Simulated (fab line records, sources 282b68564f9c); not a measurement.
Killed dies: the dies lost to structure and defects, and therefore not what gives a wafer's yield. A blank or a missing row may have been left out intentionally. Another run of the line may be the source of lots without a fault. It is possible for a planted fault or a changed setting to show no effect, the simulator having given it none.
2 desks, one fault -- flow rit cmos -- numbers are kept per desk, each desk with only its own; the story behind them comes last

## TOOL OWNER'S DESK, rie metal-03
The tool's own readings at RIT_M1_METAL_ETCH_12 (etches Al in Cl2/BCl3, stops on SiO2, time 165 s, target depth 600 nm): means of the sampled wafers that have a number, for each lot that ran on this tool. A lot is out of limits, marked OUT, if its mean lies more than 4 standard deviations from the usual mean; the brackets give that distance.
Columns: A = chamber pressure mTorr at RIT_M1_METAL_ETCH_12, usual 99.99 mTorr; B = drypump motor current A at RIT_M1_METAL_ETCH_12, usual 6.30 A; C = oes product au at RIT_M1_METAL_ETCH_12, usual 0.769 a.u.; D = throttle valve pct at RIT_M1_METAL_ETCH_12, usual 8.25 %
lot,first seen here,A,B,C,D
L200,day 3 08:37,99.92,6.13,0.764,8.16
L207,day 5 00:31,100.01,6.02,0.777,8.21
L210,day 5 11:34,99.98,6.10,0.768,8.18
L218,day 7 00:23,100.00,6.09,0.763,8.18
This desk found nothing out of limits on any of the 4 lots.

## AT THE METROLOGY DESK
What the gauges read for every lot (on any tool): the sampled wafers with a number, averaged. A lot is out of limits, marked OUT, if its mean lies more than 4 standard deviations from the usual mean; the brackets give that distance.
Columns: A = cd nm at RIT_M1_CD_MEAS_90, usual 2599.3 nm
lot,first seen here,A
L200,day 3 09:08,2600.4
L202,day 3 19:10,2603.6
L205,day 4 08:55,2598.8
L206,day 4 15:44,2596.4
L207,day 5 01:11,2599.2
L208,day 5 04:04,2599.3
L209,day 5 09:07,2601.7
L210,day 5 12:04,2597.8
L211,day 5 17:29,2598.6
L212,day 5 20:11,2598.7
L215,day 6 10:46,2600.0
L217,day 6 20:54,2596.5
L218,day 7 00:54,2605.1
This desk found nothing out of limits on any of the 13 lots.

## TAKEN TOGETHER
The desk of the tool owner found nothing out of limits.
At the metrology desk, nothing out of limits was observed.

## WHAT THE SIMULATOR HAD PUT IN
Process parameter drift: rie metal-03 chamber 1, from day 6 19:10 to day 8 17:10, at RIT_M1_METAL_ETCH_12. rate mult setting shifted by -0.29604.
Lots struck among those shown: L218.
